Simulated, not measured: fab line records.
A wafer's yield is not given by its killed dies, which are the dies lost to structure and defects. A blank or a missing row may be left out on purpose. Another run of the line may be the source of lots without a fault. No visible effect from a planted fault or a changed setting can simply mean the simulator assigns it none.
fab line records    flow rit-cmos
record: lots: 6  wafers: 18  last-day: 7
route steps=202 shown PWELL@42 WELLDRIVE@50 NWELL@51 NRETRO@53 M1@202
lots that met no fault: taken from a fault-free run of the same line
start-h: hours from the record's opening day to when the first of the lot's shown wafers began    wait-h: time in hours since the lot's previous step    " identical to the entry in the row above    L1.1+2: one row covering several wafers at once    - no value, or no start was given    * or withheld: withheld    < > ~ a bound
route shown NAME@n: a module of which the file shows steps, and the number in the route of the first    usual: the fault-free wafers' mean and standard deviation    same: alike in all rows    chamber/n: place in a boat    sites: each site's reading    _std_site: their standard deviation    _edge_site: mean of outer sites minus mean of inner sites    radius-mm: how far each site lies from the wafer's centre    mask NAME#n: copy n    behind: the most recent tool/chamber to have shaped the wafer    hold: reason for holding the lot/hours on hold/outcome of the hold    device: transistor that didn't switch, given as n, p or np    end of line: at the end of the route, the tests of the same wafers    where a step has no rows: the recipe by itself    killed: not the wafer's yield, but the dies lost to structure and defects at the first sort    map: per-die view of a wafer (x killed, . not killed, _ where there is no die)
set.NAME: the setting as run; set.NAME@STEP: as run at that earlier step    model.NAME: the simulator's own value behind a step, which no gauge read
certain route steps with their lots: each step a table, each wafer a row
services: a tool's chamber out of use, with start hour (start-h, from the record's first day; less than 0 if before it), hours out, and reason
== steps ==
step: RIT_PWELL_EXPOSE_03
recipe: mask-id: M3  na: 0.57  target-cd-nm: 43700  dose-mj: 250
step: RIT_PWELL_PEB_04
recipe: resist: NOVOLAK  temp-c: withheld  time-s: withheld
step: RIT_PWELL_DEVELOP_05
recipe: resist: NOVOLAK  develop-time-s: 68  dev-temp-c: 23
step: RIT_PWELL_OVL_MEAS_06
usual: PWELL_OVL: 0.1/1.5
lot.wafer  tool        chamber  start-h  wait-h  PWELL_OVL[nm]
L677.1     overlay-02  -        27.44    -       1.0
L677.2     "           -        "        "       -0.3
L677.4     "           -        "        "       1.3
L685.1     overlay-01  -        69.41    -       -0.3
L685.2     "           -        "        "       -0.6
L685.6     "           -        "        "       -0.9
L687.2     overlay-02  -        77.39    -       2.0
L687.3     "           -        "        "       1.2
L687.6     "           -        "        "       0.9
L689.2     overlay-01  -        88.32    -       -1.6
L689.5     "           -        "        "       -2.2
L689.6     "           -        "        "       -1.6
L692.2     overlay-02  -        104.04   -       -1.5
L692.4     "           -        "        "       -0.6
L692.6     "           -        "        "       -2.1
L699.1     overlay-01  -        140.16   -       1.7
L699.3     "           -        "        "       0.0
L699.4     "           -        "        "       0.6
step: RIT_PWELL_HARDBAKE_07
recipe: resist: NOVOLAK  temp-c: 140  time-s: 120
step: RIT_PWELL_IMPLANT_08
recipe: species: B  energy-kev: 170  dose-cm2: 7e+13  tilt-deg: 7
step: RIT_PWELL_STRIP_09
recipe: chemistry: O2  time-s: 180  resist: NOVOLAK  platen-temp-c: withheld  power-w: 500  pressure-mtorr: 4000  o2-flow-sccm: 4000
usual: drypump-motor-current-A: 5.8/0.52
lot.wafer  tool             chamber  start-h  wait-h  drypump-motor-current-A  rf-hours-counter-h
L677.1     plasma-asher-03  0        27.87    0.1     6.7                      40
L677.2     "                1        "        "       5.4                      40
L677.4     "                0        "        "       6.7                      -
L685.1     plasma-asher-01  1        69.84    0.1     6.3                      41
L685.2     "                0        "        "       5.3                      41
L685.6     "                0        "        "       5.3                      -
L687.2     plasma-asher-01  1        77.82    0.1     6.3                      42
L687.3     "                0        "        "       5.3                      -
L687.6     "                1        "        "       6.3                      -
L689.2     plasma-asher-02  0        88.75    0.1     5.5                      42
L689.5     "                1        "        "       5.7                      -
L689.6     "                0        "        "       5.5                      -
L692.2     plasma-asher-03  1        104.47   0.1     5.4                      48
L692.4     "                0        "        "       6.7                      -
L692.6     "                0        "        "       6.7                      -
L699.1     plasma-asher-03  1        140.59   0.1     5.5                      51
L699.3     "                0        "        "       6.7                      -
L699.4     "                1        "        "       5.5                      -
step: RIT_PWELL_TW_MEAS_10
usual: PWELL_TW: 945/9.4
lot.wafer  tool           chamber  start-h  wait-h  PWELL_TW
L677.1     film-metro-02  -        28.05    0.1     933
L677.2     "              -        "        "       925
L677.4     "              -        "        "       929
L685.1     film-metro-01  -        70.02    0.1     952
L685.2     "              -        "        "       959
L685.6     "              -        "        "       957
L687.2     film-metro-01  -        78.00    0.1     955
L687.3     "              -        "        "       960
L687.6     "              -        "        "       952
L689.2     film-metro-02  -        88.93    0.1     928
L689.5     "              -        "        "       930
L689.6     "              -        "        "       926
L692.2     film-metro-02  -        104.65   0.1     938
L692.4     "              -        "        "       938
L692.6     "              -        "        "       927
L699.1     film-metro-04  -        140.77   0.1     956
L699.3     "              -        "        "       948
L699.4     "              -        "        "       954
step: RIT_WELLDRIVE_ANNEAL_00
recipe: temp-c: 1100  time-s: 14700  ambient: N2
step: RIT_WELLDRIVE_RS_MEAS_01
recipe: thk-meas-gauge: four-point-probe
usual: NWELL_RS: 275.5/0.7
lot.wafer  tool           chamber  start-h  wait-h  NWELL_RS[ohm/sq]
L677.1     film-metro-01  -        33.52    0.0     275.6
L677.2     "              -        "        "       276.9
L677.4     "              -        "        "       276.1
L685.1     film-metro-01  -        75.40    0.0     276.1
L685.2     "              -        "        "       275.7
L685.6     "              -        "        "       275.5
L687.2     film-metro-04  -        83.16    0.0     275.5
L687.3     "              -        "        "       274.7
L687.6     "              -        "        "       275.9
L689.2     film-metro-02  -        94.26    0.0     275.0
L689.5     "              -        "        "       274.0
L689.6     "              -        "        "       274.0
L692.2     film-metro-01  -        110.27   0.0     274.6
L692.4     "              -        "        "       274.0
L692.6     "              -        "        "       274.8
L699.1     film-metro-01  -        145.91   0.0     275.9
L699.3     "              -        "        "       275.7
L699.4     "              -        "        "       276.0
step: RIT_WELLDRIVE_RS_MEAS_02
recipe: thk-meas-gauge: four-point-probe
usual: PWELL_RS: 429.6/1
lot.wafer  tool           chamber  start-h  wait-h  PWELL_RS[ohm/sq]
L677.1     film-metro-01  -        33.64    0.1     431.3
L677.2     "              -        "        "       431.7
L677.4     "              -        "        "       429.9
L685.1     film-metro-01  -        75.52    0.1     430.1
L685.2     "              -        "        "       430.3
L685.6     "              -        "        "       429.7
L687.2     film-metro-04  -        83.28    0.1     430.7
L687.3     "              -        "        "       429.1
L687.6     "              -        "        "       429.7
L689.2     film-metro-02  -        94.38    0.1     428.6
L689.5     "              -        "        "       427.9
L689.6     "              -        "        "       428.8
L692.2     film-metro-01  -        110.39   0.1     427.6
L692.4     "              -        "        "       427.9
L692.6     "              -        "        "       429.1
L699.1     film-metro-01  -        146.03   0.1     427.9
L699.3     "              -        "        "       429.3
L699.4     "              -        "        "       428.6
step: RIT_NRETRO_HMDS_00
recipe: prime-time-s: 60  prime-temp-c: 140
step: RIT_NRETRO_COAT_01
recipe: resist: NOVOLAK  spin-rpm: 2000  resist-thk-nm: 1300
lot.wafer  tool            chamber  start-h  wait-h  model.NOVOLAK_of_NRETRO_COAT_01.thk-nm
L677.1+2   litho-track-03  0        33.91    0.1     1301
L677.4     "               0        "        "       1299
L685.1+6   litho-track-02  0        75.79    0.1     1402
L685.2     "               0        "        "       1401
L687.2     litho-track-02  0        83.55    0.1     1397
L687.3     "               0        "        "       1396
L687.6     "               0        "        "       1395
L689.2     litho-track-03  0        94.65    0.1     1307
L689.5     "               0        "        "       1304
L689.6     "               0        "        "       1303
L692.2     litho-track-03  0        110.67   0.1     1298
L692.4+6   "               0        "        "       1306
L699.1     litho-track-02  0        146.31   0.1     1296
L699.3     "               0        "        "       1297
L699.4     "               0        "        "       1298
step: RIT_NRETRO_SOFTBAKE_02
recipe: resist: NOVOLAK  temp-c: 90  time-s: 60
step: RIT_NRETRO_EXPOSE_03
recipe: mask-id: M4  na: 0.57  target-cd-nm: 43900  dose-mj: 250
step: RIT_NRETRO_PEB_04
recipe: resist: NOVOLAK  temp-c: withheld  time-s: withheld
step: RIT_NRETRO_DEVELOP_05
recipe: resist: NOVOLAK  develop-time-s: 68  dev-temp-c: 23
step: RIT_NRETRO_OVL_MEAS_06
usual: NRETRO_OVL: 0.0/1.4
lot.wafer  tool        chamber  start-h  wait-h  NRETRO_OVL[nm]
L677.1     overlay-01  -        34.77    -       -1.2
L677.2     "           -        "        "       0.3
L677.4     "           -        "        "       -0.2
L685.1     overlay-01  -        76.65    -       -1.6
L685.2     "           -        "        "       0.1
L685.6     "           -        "        "       -0.3
L687.2     overlay-01  -        84.39    -       -1.7
L687.3     "           -        "        "       -2.7
L687.6     "           -        "        "       -2.3
L689.2     overlay-01  -        95.49    -       -0.1
L689.5     "           -        "        "       0.0
L689.6     "           -        "        "       -0.8
L692.2     overlay-02  -        111.50   -       2.0
L692.4     "           -        "        "       1.2
L692.6     "           -        "        "       3.4
L699.1     overlay-01  -        147.04   -       0.8
L699.3     "           -        "        "       1.4
L699.4     "           -        "        "       0.9
step: RIT_NRETRO_HARDBAKE_07
recipe: resist: NOVOLAK  temp-c: 140  time-s: 120
lot.wafer  tool            chamber  start-h  wait-h  model.NOVOLAK_of_NRETRO_COAT_01.thk-nm
L677.1     litho-track-03  0        34.80    0.0     1138
L677.2     "               0        "        "       1137
L677.4     "               0        "        "       1136
L685.1     litho-track-04  0        76.68    0.0     1225
L685.2+6   "               0        "        "       1224
L687.2+3   litho-track-02  0        84.46    0.1     1220
L687.6     "               0        "        "       1219
L689.2     litho-track-02  0        95.56    0.1     1143
L689.5     "               0        "        "       1140
L689.6     "               0        "        "       1139
L692.2     litho-track-02  0        111.57   0.1     1135
L692.4+6   "               0        "        "       1142
L699.1+3   litho-track-03  0        147.18   0.1     1134
L699.4     "               0        "        "       1135
step: RIT_NRETRO_IMPLANT_08
recipe: species: P  energy-kev: 70  dose-cm2: 1e+13  tilt-deg: 7
step: RIT_M1_PROBE_99
usual: killed-at-contacts: 0.1/0.24  killed-at-front-end: 7/3.1  killed-dies: 7/3.1  killed-open: 3.3/2  killed-short: 3.4/2.1
same: gross-dies: 264  killed_at_M0_to_M3: 0  killed_at_M4_up: 0  killed-at-back-side: 0  killed-at-other: 0
lot.wafer  tool       chamber  start-h  wait-h  killed-at-contacts  killed-at-front-end  killed-dies  killed-open  killed-short
L687.2     prober-01  -        115.47   0.1     0                   3                    3            3            0
L687.3     prober-01  -        115.52   0.2     1                   5                    6            4            2
L687.6     prober-01  -        115.67   0.2     0                   10                   10           6            4
L689.2     prober-01  -        123.72   0.1     0                   6                    6            2            4
L689.5     prober-01  -        123.87   0.2     0                   2                    2            1            1
L689.6     prober-01  -        123.92   0.2     0                   6                    6            3            3
L692.2     prober-02  -        138.65   0.1     0                   2                    2            1            1
L692.4     prober-02  -        138.75   0.2     0                   1                    1            1            0
L692.6     prober-02  -        138.85   0.2     0                   4                    4            1            3
killed by level:class
L687.2 REOX:geometric-particle:open=2 GATE:geometric-particle:open=1
L687.3 REOX:geometric-particle:open=2 FOX1:geometric-particle:open=1 GATE:geometric-particle:open=1 GATE:geometric-particle:short=1 CONTACT:geometric-particle:short=1
L687.6 REOX:geometric-particle:open=3 FOX1:geometric-particle:open=2 GATE:geometric-particle:short=2 FOX1:geometric-particle:short=1 GATE:geometric-particle:open=1 REOX:geometric-particle:short=1
L689.2 GATE:geometric-particle:short=3 GATE:geometric-particle:open=2 SPACER:geometric-particle:short=1
L689.5 FOX2:geometric-particle:open=1 SPACER:geometric-particle:short=1
L689.6 GATE:geometric-particle:short=2 GATE:geometric-particle:open=2 REOX:geometric-particle:short=1 SILICIDE:geometric-particle:open=1
L692.2 GATE:geometric-particle:short=1 GATE:geometric-particle:open=1
L692.4 SPACER:geometric-particle:open=1
L692.6 GATE:geometric-particle:short=3 GATE:geometric-particle:open=1
== services ==
tool             chamber  start-h  hours  kind
plasma-asher-03  -        29.45    3.2    repair
plasma-asher-02  -        108.75   9.0    pm
plasma-asher-02  0        108.75   9.0    vent-cycle
plasma-asher-02  1        108.75   9.0    vent-cycle
plasma-asher-03  -        117.44   8.2    repair
plasma-asher-02  0        117.75   -      clean
plasma-asher-02  1        117.75   -      clean
plasma-asher-02  -        144.55   1.7    repair
plasma-asher-01  -        145.50   6.2    pm
== key ==
first-sign none at tools or gauges
model-effect: step: RIT_NRETRO_COAT_01  value: NOVOLAK_of_NRETRO_COAT_01.thk-nm  without: 1301  struck: 1399
model-effect: step: RIT_NRETRO_HARDBAKE_07  value: NOVOLAK_of_NRETRO_COAT_01.thk-nm  without: 1138  struck: 1222
met-at RIT_NRETRO_COAT_01
struck-wafers L685.1,L685.2,L685.6,L687.2,L687.3,L687.6
tester-left-out L685,L687
also-fits RIT_PWELL_STRIP_09:plasma-asher-01
fault: kind: process-parameter-drift  tool: litho-track-02  chamber: -  onset-h: 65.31  steps: RIT_NRETRO_COAT_01  channel: resist-thk-nm  offset: 97.646  shape: step  end-h: 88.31  acts-in: these-recipes-only  stated: 1300
tester-left-out: of these lots the tester's yield and bins aren't shown, on N5 and GAA mostly nor the transistor test; their killed dies are dies lost to structure and defects alone, not to doping, threshold or leakage, so they don't give the yield
